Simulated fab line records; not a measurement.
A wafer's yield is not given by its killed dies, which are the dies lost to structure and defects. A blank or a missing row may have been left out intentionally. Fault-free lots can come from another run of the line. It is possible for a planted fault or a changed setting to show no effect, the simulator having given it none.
Struck lot and sound lot, side by side | flow rit_cmos | 18 steps out of a route of 202
Sound: wafers L550.2, L550.3, L550.5. Struck: wafers L556.4, L556.5 (left out: L556.6, a lot-mate that was not struck); the cause follows at the end.
Each step with rows lists, per side, the tool, then ch with its chambers, then its first start. Under that, the readings that differ: sound wafers | struck wafers | difference of the means | sigmas: that difference in standard deviations of wafers without a fault.
alike: readings with means less than 2 such deviations apart, plus words and numbers identical on both sides. not compared: withheld readings, readings lacking a value on some wafer, bounds such as >300 that could conceal the same value, and numbers that have no deviation in the record and whose values overlap.
The two part at a step that has a row with sigmas, a row that says differs or no value, or rows on one side only. Numbers that don't overlap but have no deviation are shown without sigmas and don't part them. A reading that every wafer of one side lacks parts them only if that side has two wafers or more.

RIT_M1_SPUTTER_00: material Al, target thk 400 nm, time 500 s.
  struck on pvd_sputter-03, day 5 07:13; sound on pvd_sputter-04, day 4 01:44
  alike: throttle_valve_pct
RIT_M1_RS_MEAS_01: measurement is done with a four-point probe.
  struck on film_metro-02, day 5 07:34; sound on film_metro-03, day 4 02:03
  alike: M1_AL_RS
RIT_M1_THK_MEAS_02: measures by xrf.
  struck on film_metro-02, day 5 07:39; sound on film_metro-03, day 4 02:10
  alike: M1_AL_THK
then, 6 steps without rows for these wafers: RIT_M1_HMDS_03 (prime time 60 s); RIT_M1_COAT_04 (resist thk 1300 nm); RIT_M1_SOFTBAKE_05 (time 60 s); RIT_M1_EXPOSE_06 (exposes mask M12, target cd 2600 nm); RIT_M1_PEB_07; RIT_M1_DEVELOP_08 (develop time 68 s).
RIT_M1_CD_MEAS_09 targets a cd of 2600 nm.
  struck on cd_sem-01, day 5 08:37; sound on cd_sem-01, day 4 03:07
  alike: cd_nm
RIT_M1_OVL_MEAS_10:
  struck on overlay-02, day 5 08:42; sound on overlay-02, day 4 03:13
  alike: M1_OVL
then, 1 step without rows for these wafers: RIT_M1_HARDBAKE_11 (time 120 s).
RIT_M1_METAL_ETCH_12: etches Al in Cl2/BCl3, stops on SiO2, time 165 s, target depth 600 nm.
  sound on rie_metal-02 ch 0, day 4 03:30; struck on rie_metal-02 ch 0, day 5 09:02
  reading                                  | sound             | struck      | difference | sigmas
  model.NOVOLAK_of_M1_COAT_04.thk_nm (nm)  | 805.1 800.7 803.4 | 685.9 691   | -114.6     |
  model.SiO2_of_CONTACT_CVD_00.thk_nm (nm) | 364.8 353.7 368.8 | 336.7 343.7 | -22.2      |
  model.M1.feature_depth_nm (nm)           | 430 434.3 437.7   | 444.2 448.8 | +12.5      |
  alike: drypump_motor_current_A, oes_product_au, throttle_valve_pct
  not compared: rf_hours_counter_h
then, 1 step without rows for these wafers: RIT_M1_STRIP_13 (strips in nmp, time 600 s).
RIT_M1_STRIP_14: strips in O2, time 180 s.
  sound on plasma_asher-01 ch 0,1, day 4 03:50; struck on plasma_asher-03 ch 0,1, day 5 09:25
  alike: drypump_motor_current_A, o2_flow_sccm
  not compared: rf_hours_counter_h
RIT_M1_CD_MEAS_90 targets a cd of 2600 nm.
  struck on cd_sem-01, day 5 09:35; sound on cd_sem-01, day 4 04:02
  reading    | sound          | struck    | difference | sigmas
  cd_nm (nm) | 2598 2597 2598 | 2588 2588 | -10        | -3
then, 1 step without rows for these wafers: RIT_M1_ANNEAL_15 (time 1800 s).
RIT_M1_PROBE_99:
  struck on prober-01, day 5 12:38; sound on prober-01, day 4 06:31
  reading                               | sound                    | struck            | difference | sigmas
  model.etest.antenna_m1.vt_shift_v (V) | -0.01732 -0.0139 -0.0149 | -0.03139 -0.02691 | -0.01378   |
  alike: defect_limited_yield, killed_at_front_end, killed_dies, killed_open, killed_short

## WHERE THEY PART
RIT_M1_CD_MEAS_90 only, going by this record. Later steps at which nothing parts them and some readings are alike: RIT_M1_PROBE_99.

WHY: the cause the simulator had injected
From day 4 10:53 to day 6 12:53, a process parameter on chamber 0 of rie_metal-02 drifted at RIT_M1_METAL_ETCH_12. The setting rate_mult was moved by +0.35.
